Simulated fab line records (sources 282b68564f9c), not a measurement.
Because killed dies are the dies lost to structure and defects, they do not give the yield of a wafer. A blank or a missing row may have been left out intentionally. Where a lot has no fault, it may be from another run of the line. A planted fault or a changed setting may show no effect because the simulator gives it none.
fab line records + flow rit_cmos
record
- lots=13
- wafers=39
- last_day=7
route steps=202 shown PSD@150 M1@202
lots that met no fault: from a run of the same line without faults
start_h: start of the lot's first displayed wafer, in hours after the record's first day + wait_h: hours since the lot's step before + " the same as in the row above + L1.1+2: a row that stands for several wafers + - no value, or no start given + * or withheld: withheld + < > ~ a bound
route shown NAME@n: a module of which the file shows steps, and the number in the route of the first + usual: mean/standard deviation of fault-free wafers + same: alike in all rows + chamber/n: place in a boat + sites: each site's reading + _std_site: the standard deviation of these + _edge_site: outer sites' mean less inner sites' + radius_mm: how far each site lies from the wafer's centre + mask NAME#n: copy n + behind: the most recent tool/chamber to have shaped the wafer + hold: cause of the lot's hold/its duration in hours/its outcome + device: whichever transistor did not switch (one of n, p or np) + end of line: the tests these same wafers got at the end of their route + a step given without rows: its recipe and nothing more + killed: at the first sort, the dies lost to defects and structure; wafer yield is something else + map: per-die view of a wafer (x killed, . not killed, _ where there is no die)
set.NAME: the run value of the setting; set.NAME@STEP: its run value at that earlier step + model.NAME: the simulator's own value behind a step, which no gauge read
steps of the route over a sample of lots; a table a step, a row a wafer
services: the hour from which a tool's chamber was out of use, counted from the record's first day as start_h (under 0 if before that day), plus the number of hours and why
## steps
# step RIT_PSD_IMPLANT_08
# recipe
- species=BF2
- energy_kev=27
- dose_cm2=5e+15
- tilt_deg=7
| lot.wafer  | tool         | chamber | start_h | wait_h |
|------------|--------------|---------|---------|--------|
| L320.2+3+4 | implanter-01 | 0       | 58.27   | 0.1    |
| L321.1+2+5 | implanter-04 | 0       | 59.49   | 0.1    |
| L322.2+5+6 | implanter-01 | 0       | 65.88   | 0.1    |
| L323.2+3+4 | implanter-04 | 0       | 69.51   | 0.1    |
| L324.3+4+6 | implanter-02 | 0       | 75.74   | 0.1    |
| L326.1+2+4 | implanter-04 | 0       | 83.41   | 0.1    |
| L327.1+5+6 | implanter-02 | 0       | 89.18   | 0.1    |
| L328.1+2+5 | implanter-01 | 0       | 95.75   | 0.1    |
| L330.2+4+5 | implanter-02 | 0       | 103.46  | 0.1    |
| L334.1+2+5 | implanter-01 | 0       | 124.53  | 0.1    |
| L337.3+5+6 | implanter-04 | 0       | 140.05  | 0.1    |
| L338.2+3+5 | implanter-01 | 0       | 145.03  | 0.1    |
| L340.2+4+5 | implanter-01 | 0       | 153.11  | 0.1    |
# step RIT_SDANNEAL_RS_MEAS_04
# recipe
- thk_meas_gauge=four-point-probe
# usual
- PSD_RS=115.96/0.28
| lot.wafer | tool          | chamber | start_h | wait_h | PSD_RS[ohm/sq] |
|-----------|---------------|---------|---------|--------|----------------|
| L320.2    | film_metro-03 | -       | 59.10   | 0.1    | 115.73         |
| L320.3    | "             | -       | "       | "      | 115.60         |
| L320.4    | "             | -       | "       | "      | 116.25         |
| L321.1    | film_metro-04 | -       | 60.43   | 0.0    | 115.83         |
| L321.2    | "             | -       | "       | "      | 116.10         |
| L321.5    | "             | -       | "       | "      | 115.72         |
| L322.2    | film_metro-03 | -       | 66.68   | 0.1    | 116.06         |
| L322.5    | "             | -       | "       | "      | 116.05         |
| L322.6    | "             | -       | "       | "      | 115.78         |
| L323.2    | film_metro-04 | -       | 70.32   | 0.1    | 116.06         |
| L323.3    | "             | -       | "       | "      | 116.34         |
| L323.4    | "             | -       | "       | "      | 115.78         |
| L324.3    | film_metro-01 | -       | 76.61   | 0.1    | 115.96         |
| L324.4    | "             | -       | "       | "      | 116.14         |
| L324.6    | "             | -       | "       | "      | 116.04         |
| L326.1    | film_metro-01 | -       | 84.22   | 0.0    | 116.51         |
| L326.2    | "             | -       | "       | "      | 116.43         |
| L326.4    | "             | -       | "       | "      | 116.58         |
| L327.1    | film_metro-03 | -       | 89.99   | 0.0    | 115.50         |
| L327.5    | "             | -       | "       | "      | 116.07         |
| L327.6    | "             | -       | "       | "      | 115.92         |
| L328.1    | film_metro-04 | -       | 96.56   | 0.0    | 115.35         |
| L328.2    | "             | -       | "       | "      | 115.96         |
| L328.5    | "             | -       | "       | "      | 115.61         |
| L330.2    | film_metro-03 | -       | 104.30  | 0.1    | 117.07         |
| L330.4    | "             | -       | "       | "      | 116.89         |
| L330.5    | "             | -       | "       | "      | 116.93         |
| L334.1    | film_metro-04 | -       | 125.41  | 0.1    | 115.98         |
| L334.2    | "             | -       | "       | "      | 115.84         |
| L334.5    | "             | -       | "       | "      | 116.17         |
| L337.3    | film_metro-03 | -       | 140.94  | 0.1    | 116.03         |
| L337.5    | "             | -       | "       | "      | 116.41         |
| L337.6    | "             | -       | "       | "      | 116.36         |
| L338.2    | film_metro-01 | -       | 146.04  | 0.1    | 115.91         |
| L338.3    | "             | -       | "       | "      | 115.74         |
| L338.5    | "             | -       | "       | "      | 115.93         |
| L340.2    | film_metro-01 | -       | 153.92  | 0.1    | 115.78         |
| L340.4    | "             | -       | "       | "      | 116.13         |
| L340.5    | "             | -       | "       | "      | 116.17         |
# step RIT_M1_PROBE_99
# usual
- killed_at_contacts=0.1/0.27
- killed_at_front_end=6.1/2.9
- killed_dies=6.2/2.9
- killed_open=3.2/1.9
- killed_short=3/1.9
# same
- gross_dies=264
- killed_at_M0_to_M3=0
- killed_at_M4_up=0
- killed_at_back_side=0
- killed_at_other=0
| lot.wafer | tool      | chamber | start_h | wait_h | killed_at_contacts | killed_at_front_end | killed_dies | killed_open | killed_short |
|-----------|-----------|---------|---------|--------|--------------------|---------------------|-------------|-------------|--------------|
| L338.2    | prober-01 | -       | 154.18  | 0.1    | 0                  | 7                   | 7           | 2           | 5            |
| L338.3    | prober-01 | -       | 154.23  | 0.2    | 0                  | 8                   | 8           | 5           | 3            |
| L338.5    | prober-01 | -       | 154.33  | 0.2    | 0                  | 9                   | 9           | 5           | 4            |
# killed by level:class
L338.2 GATE:geometric_particle:short=4 FOX2:geometric_particle:open=2 FOX1:geometric_particle:short=1
L338.3 SPACER:geometric_particle:open=4 GATE:geometric_particle:open=1 GATE:geometric_particle:short=1 REOX:geometric_particle:short=1 SPACER:geometric_particle:short=1
L338.5 FOX2:geometric_particle:short=2 SPACER:geometric_particle:short=2 SPACER:geometric_particle:open=2 FOX1:geometric_particle:open=1 GATE:geometric_particle:open=1 REOX:geometric_particle:open=1
## services
| tool         | chamber | start_h | hours | kind   |
|--------------|---------|---------|-------|--------|
| implanter-02 | -       | 146.47  | 5.1   | repair |
| implanter-04 | -       | 151.42  | 5.6   | pm     |
## key
first_sign
- step=RIT_SDANNEAL_RS_MEAS_04
- reading=PSD_RS
- direction=up
- sigmas=3.5
- usual=115.96
- struck=116.96
effect none on later readings
met_at RIT_PSD_IMPLANT_08
struck_lots L330
tester_left_out L330
onset_between 89.18 103.46
fault
- kind=process_parameter_drift
- tool=implanter-02
- chamber=-
- onset_h=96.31
- steps=RIT_PSD_IMPLANT_08
- channel=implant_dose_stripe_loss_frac
- offset=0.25
- shape=step
- end_h=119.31
# tester_left_out: of these lots the tester's yield and bins aren't shown, on N5 and GAA mostly nor the transistor test; their killed dies are dies lost to structure and defects alone, not to doping, threshold or leakage, so they don't give the yield
